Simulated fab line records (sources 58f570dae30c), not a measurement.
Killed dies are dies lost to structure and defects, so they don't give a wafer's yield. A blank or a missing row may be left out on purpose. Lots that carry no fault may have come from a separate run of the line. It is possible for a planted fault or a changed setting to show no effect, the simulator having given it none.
Chamber matching || flow berkeley_cmos170 || UCB170_V1_CMP_02 on cmp-01 has 4 sister chambers
The step polishes SiO2. 7 wafers are shown with their chamber, then 8 later ones without.

== EACH WAFER AND ITS CHAMBER ==
{"wafer": "L079.1", "chamber": 2, "motor_current_A (A)": 15.0, "platen_rpm (rpm)": 59.99}
{"wafer": "L078.2", "chamber": 2, "motor_current_A (A)": 15.2, "platen_rpm (rpm)": 60.03}
{"wafer": "L081.5", "chamber": 0, "motor_current_A (A)": 16.5, "platen_rpm (rpm)": 59.98}
{"wafer": "L084.3", "chamber": 0, "motor_current_A (A)": 17.9, "platen_rpm (rpm)": 59.99}
{"wafer": "L084.4", "chamber": 1, "motor_current_A (A)": 13.9, "platen_rpm (rpm)": 60.00}
{"wafer": "L084.6", "chamber": 1, "motor_current_A (A)": 14.4, "platen_rpm (rpm)": 59.91}
{"wafer": "L087.2", "chamber": 3, "motor_current_A (A)": 15.7, "platen_rpm (rpm)": 59.98}

== WAFERS WITHOUT THEIR CHAMBER ==
{"wafer": "L087.3", "motor_current_A (A)": 15.5, "platen_rpm (rpm)": 60.04}
{"wafer": "L087.5", "motor_current_A (A)": 17.0, "platen_rpm (rpm)": 59.95}
{"wafer": "L096.1", "motor_current_A (A)": 18.5, "platen_rpm (rpm)": 59.95}
{"wafer": "L096.3", "motor_current_A (A)": 15.2, "platen_rpm (rpm)": 60.01}
{"wafer": "L096.5", "motor_current_A (A)": 15.1, "platen_rpm (rpm)": 60.07}
{"wafer": "L097.1", "motor_current_A (A)": 14.6, "platen_rpm (rpm)": 60.03}
{"wafer": "L097.2", "motor_current_A (A)": 17.7, "platen_rpm (rpm)": 60.03}
{"wafer": "L097.6", "motor_current_A (A)": 17.5, "platen_rpm (rpm)": 60.04}

== THE CHAMBER EACH PASSED THROUGH ==
{"wafer": "L087.3", "from the rows above": "can't be placed: 2 or 3", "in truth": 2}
{"wafer": "L087.5", "from the rows above": "can't be placed: 0 or 3", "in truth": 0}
{"wafer": "L096.1", "from the rows above": 0, "in truth": 0}
{"wafer": "L096.3", "from the rows above": "can't be placed: 2 or 3", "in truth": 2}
{"wafer": "L096.5", "from the rows above": "can't be placed: 2 or 3 or 1", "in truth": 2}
{"wafer": "L097.1", "from the rows above": "can't be placed: 2 or 1 or 3", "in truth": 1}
{"wafer": "L097.2", "from the rows above": 0, "in truth": 0}
{"wafer": "L097.6", "from the rows above": "can't be placed: 0 or 3", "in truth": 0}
Correctly placed: 2 of 8. Cannot be placed on the basis of these rows: 6; the candidates contain the true chamber in 6. Number placed wrongly: 0.
How it was worked out, from the rows above alone: a wafer's distance from a chamber is the root of the sum, over the readings, of the square of ((its reading less the chamber's mean) divided by the reading's scatter). If the next closest chamber is less than 2 further off than the closest, the wafer can't be placed; otherwise it belongs to the closest. A chamber's mean is the mean of its shown wafers. How the scatter is found: for the shown wafers, subtract from each reading the mean of its chamber, square and add these, divide the total by (wafers less chambers), then take the root.
